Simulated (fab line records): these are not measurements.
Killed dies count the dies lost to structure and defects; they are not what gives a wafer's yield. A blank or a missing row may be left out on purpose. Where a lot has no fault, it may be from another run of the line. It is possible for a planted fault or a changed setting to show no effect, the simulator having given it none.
Comparing a struck lot with a sound one + flow berkeleyCmos170 + 22 out of 331 route steps
Sound: the wafers L527.2, L527.4, L527.5. Wafers L535.1, L535.3, L535.6 were the ones struck. The cause is named last.
At each step with rows: each side's tool, then ch and its chambers, then its first start. Under that, the readings that differ: sound wafers + struck wafers + difference of the means + sigmas: that difference in standard deviations of wafers without a fault.
alike: words and numbers the same on both sides, and readings whose means are apart by under 2 such deviations; not compared: readings that were withheld, readings missing a value for some wafer, numbers with overlapping values and no deviation given by the record, and bounds like >300 which may hide the same value.
Wherever a step has rows on one side only, a row that says differs or no value, or a row with sigmas, the two part there. Numbers that have no deviation but don't overlap get no sigmas and don't part them. A reading that every wafer of one side lacks parts them only if that side has two wafers or more.

UCB170_NWELL_ETCH_13: etches Si3N4 in CH3F/Ar/O2, stops on SiO2, target depth 246.4 nm, time 154 s.
  sound on rieDiel-01 ch 1,3, day 2 09:33; struck on rieDiel-01 ch 1,2, day 4 03:33
  alike: drypumpMotorCurrentA, mfcArSccm, oesProductAu, throttleValvePct
  not compared: rfHoursCounterH
following that, these wafers have no rows for 1 step: UCB170_NWELL_IMPLANT_14.
UCB170_NWELL_STRIP_15: strips in O2.
  sound on plasmaAsher-01 ch 0,1, day 2 09:51; struck on plasmaAsher-03 ch 0,1, day 4 03:48
| reading             | sound             | struck            | difference | sigmas |
|---------------------|-------------------|-------------------|------------|--------|
| oesProductAu (a.u.) | 0.714 0.719 0.714 | 0.726 0.729 0.725 | +0.011     | +2     |
  alike: drypumpMotorCurrentA, stripTimeToEndpointS
  not compared: rfHoursCounterH
UCB170_NWELL_TW_MEAS_16:
  sound on filmMetro-03 at day 2 09:58; struck on filmMetro-04 at day 4 03:54
| reading  | sound          | struck         | difference | sigmas |
|----------|----------------|----------------|------------|--------|
| NWELL_TW | 1240 1235 1244 | 1269 1266 1265 | +27        | +3     |
then, 6 steps without rows for these wafers: UCB170_NWELL_CLEAN_17 (cleans in SPM, time 600 s); UCB170_NWELL_WET_ETCH_18 (etches Si3N4 in H3PO4, time 14400 s); UCB170_NWELL_WET_ETCH_19 (etches SiO2 in BOE, time 22 s); UCB170_PWELL_CLEAN_00 (cleans in SPM, time 600 s); UCB170_PWELL_CLEAN_01 (cleans in dHF, time 60 s); UCB170_PWELL_OXIDATION_02 (target thk 26.4 nm, ox time 1260 s).
UCB170_PWELL_THK_MEAS_03:
  sound on filmMetro-01 at day 2 19:16; struck on filmMetro-02 at day 4 11:59
| reading              | sound          | struck         | difference | sigmas |
|----------------------|----------------|----------------|------------|--------|
| PWELL_OXIDE_THK (nm) | 25.8 25.2 26.0 | 28.1 27.7 28.2 | +2.3       | +4     |
then, 1 step without rows for these wafers: UCB170_PWELL_ANNEAL_04 (time 900 s).
UCB170_PWELL_CVD_05: deposits Si3N4 from SiH2Cl2/NH3, target thk 220 nm, time 3300 s.
  sound on lpcvd-02 ch 1, day 3 00:35; struck on lpcvd-02 ch 1, day 4 17:18
| reading                                | sound             | struck            | difference | sigmas |
|----------------------------------------|-------------------|-------------------|------------|--------|
| spikeTcCentreC (C)                     | 805.4 802.9 803.0 | 822.3 822.8 820.2 | +18.0      | +14    |
| spikeTcLoadC (C)                       | 825.9 824.5 825.1 | 843.2 843.9 845.8 | +19.1      | +12    |
| spikeTcSourceC (C)                     | 818.6 821.2 820.7 | 839.4 840.6 838.4 | +19.3      | +9     |
| susceptorTempC (C)                     | 799.7 799.7 799.5 | 818.2 818.9 818.4 | +18.9      | +51    |
| model.Si3N4_of_PWELL_CVD_05.thkNm (nm) | 220.2 219.5 220.1 | 306.5 306.5 307.4 | +86.9      |        |
UCB170_PWELL_THK_MEAS_06:
  sound on filmMetro-02 at day 3 02:31; struck on filmMetro-01 at day 4 20:26
| reading                | sound             | struck            | difference | sigmas |
|------------------------|-------------------|-------------------|------------|--------|
| PWELL_NITRIDE_THK (nm) | 220.2 219.5 220.1 | 306.6 306.4 307.5 | +86.9      | +36    |
  not compared: hold
then, 5 steps without rows for these wafers: UCB170_PWELL_COAT_08 (resist thk 900 nm); UCB170_PWELL_SOFTBAKE_09 (time 60 s); UCB170_PWELL_EXPOSE_10 (exposes mask PWELL, target cd 3000 nm); UCB170_PWELL_PEB_11; UCB170_PWELL_DEVELOP_12 (develop time 45 s).
UCB170_PWELL_OVL_MEAS_13:
  sound on overlay-02 at day 3 03:25; struck on overlay-01 at day 4 23:44
  alike: PWELL_OVL
UCB170_PWELL_ETCH_14: etches Si3N4 in CH3F/Ar/O2, stops on SiO2, target depth 242 nm, time 151 s.
  sound on rieDiel-03 ch 1,3, day 3 03:26; struck on rieDiel-01 ch 0,3, day 4 23:46
| reading                 | sound             | struck            | difference | sigmas |
|-------------------------|-------------------|-------------------|------------|--------|
| oesProductAu (a.u.)     | 0.925 0.935 0.928 | 1.016 1.026 1.024 | +0.093     | +7     |
| model.etch.depthNm (nm) | 220.2 219.5 220.1 | 240.8 249.7 248.8 | +26.5      |        |
  alike: drypumpMotorCurrentA, mfcArSccm, throttleValvePct
  not compared: rfHoursCounterH
following that, these wafers have no rows for 1 step: UCB170_PWELL_IMPLANT_15.

== WHERE THEY PART ==
Last at UCB170_PWELL_ETCH_14 as far as this record goes, first at UCB170_NWELL_STRIP_15.

WHY: whatever the simulator had introduced
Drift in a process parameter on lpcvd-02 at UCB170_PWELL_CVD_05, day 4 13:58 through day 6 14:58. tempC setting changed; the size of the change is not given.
